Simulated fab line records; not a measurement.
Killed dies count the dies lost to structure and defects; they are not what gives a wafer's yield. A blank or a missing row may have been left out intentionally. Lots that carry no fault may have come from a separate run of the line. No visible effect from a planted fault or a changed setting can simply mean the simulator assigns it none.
Split-lot experiment	flow rit cmos	23 wafers read from 5 lots, route of 202 steps

THE SPLIT ITSELF
At RIT_NSD_IMPLANT_08, the setting energy kev was moved away from the recipe's 25 on 4 of the 23 wafers read, by +2.9% to +4.2%. For the rest of the wafers, this setting stayed at what the recipe calls for.

Reading taken at the split's own step.

THE READING
In nm, at RIT_NSD_IMPLANT_08: implant.drp nm, which is the simulator's own figure and was read by no gauge. The file does not state a usual value for it.

wafer	tool, chamber at the split	energy kev as run	against the recipe	implant.drp nm, nm	against lot-mates on the recipe
L077.1	implanter-03, 0	25	recipe	14.84	-
L077.2	implanter-03, 0	25	recipe	14.84	-
L077.4	implanter-03, 0	25	recipe	14.84	-
L077.5	implanter-03, 0	25	recipe	14.84	-
L077.6	implanter-03, 0	25	recipe	14.84	-
L078.1	implanter-03, 0	26.05	+4.2%	15.21	+0.37
L078.6	implanter-03, 0	26.05	+4.2%	15.21	+0.37
L078.2	implanter-03, 0	25	recipe	14.84	-
L078.4	implanter-03, 0	25	recipe	14.84	-
L078.5	implanter-03, 0	25	recipe	14.84	-
L079.1	implanter-01, 0	25	recipe	14.84	-
L079.2	implanter-01, 0	25	recipe	14.84	-
L079.3	implanter-01, 0	25	recipe	14.84	-
L079.5	implanter-01, 0	25	recipe	14.84	-
L079.6	implanter-01, 0	25	recipe	14.84	-
L084.1	implanter-03, 0	25	recipe	14.84	-
L084.2	implanter-03, 0	25	recipe	14.84	-
L084.4	implanter-03, 0	25	recipe	14.84	-
L084.3	implanter-03, 0	25.72	+2.9%	15.09	+0.25
L084.6	implanter-03, 0	25.72	+2.9%	15.09	+0.25
L085.3	implanter-03, 0	25	recipe	14.84	-
L085.4	implanter-03, 0	25	recipe	14.84	-
L085.5	implanter-03, 0	25	recipe	14.84	-

THE FIT
A straight line over all 23 wafers: implant.drp nm changes by +0.0877 nm for each +1% of energy kev; r = +1.00; the points scatter about the line by 0.00094 nm.
The same after taking each lot's own level away (the mean of its wafers on the recipe; 23 wafers): +0.0877 nm for each +1%; r = +1.00; scatter 0.00094 nm.
That fit puts the effect of the largest move of energy kev on the reading at 0.37 nm.
The lots' own levels span 14.840 to 14.840 nm.
The two slopes agree, so the slope changes little with the lot-to-lot level.
Check: with one of the wafers moved furthest among these (+4.2%) left out of the fit, the line predicts +0.367 nm for it against its lot-mates. It came out at +0.37 nm against them.

ADDITIONAL SPLITS CARRIED BY THESE WAFERS
Other splits were also applied to these wafers ahead of the reading. Each is held against what the fit with the lots' levels taken away leaves over:
other split on the same wafers	wafers away from the commonest value	r with implant.drp nm (lot level and that fit taken away)
RIT_SPACER_CVD_03 time s	10	+0.18

THE WHOLE CHAIN: every reading that the file lists as answering this split, in the file's order
step	what it does	reading	change (the file's fit)	r (the file's)
RIT_NSD_IMPLANT_08		implant.rp nm (the simulator's own value, which no gauge read)	+0.22 nm for each +1% of the setting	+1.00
RIT_NSD_IMPLANT_08		implant.drp nm (the simulator's own value, which no gauge read)	+0.0889 nm for each +1% of the setting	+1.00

FILE'S OWN FIT
implant.drp nm changes by +0.0889 nm for each +1% of energy kev, r = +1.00.
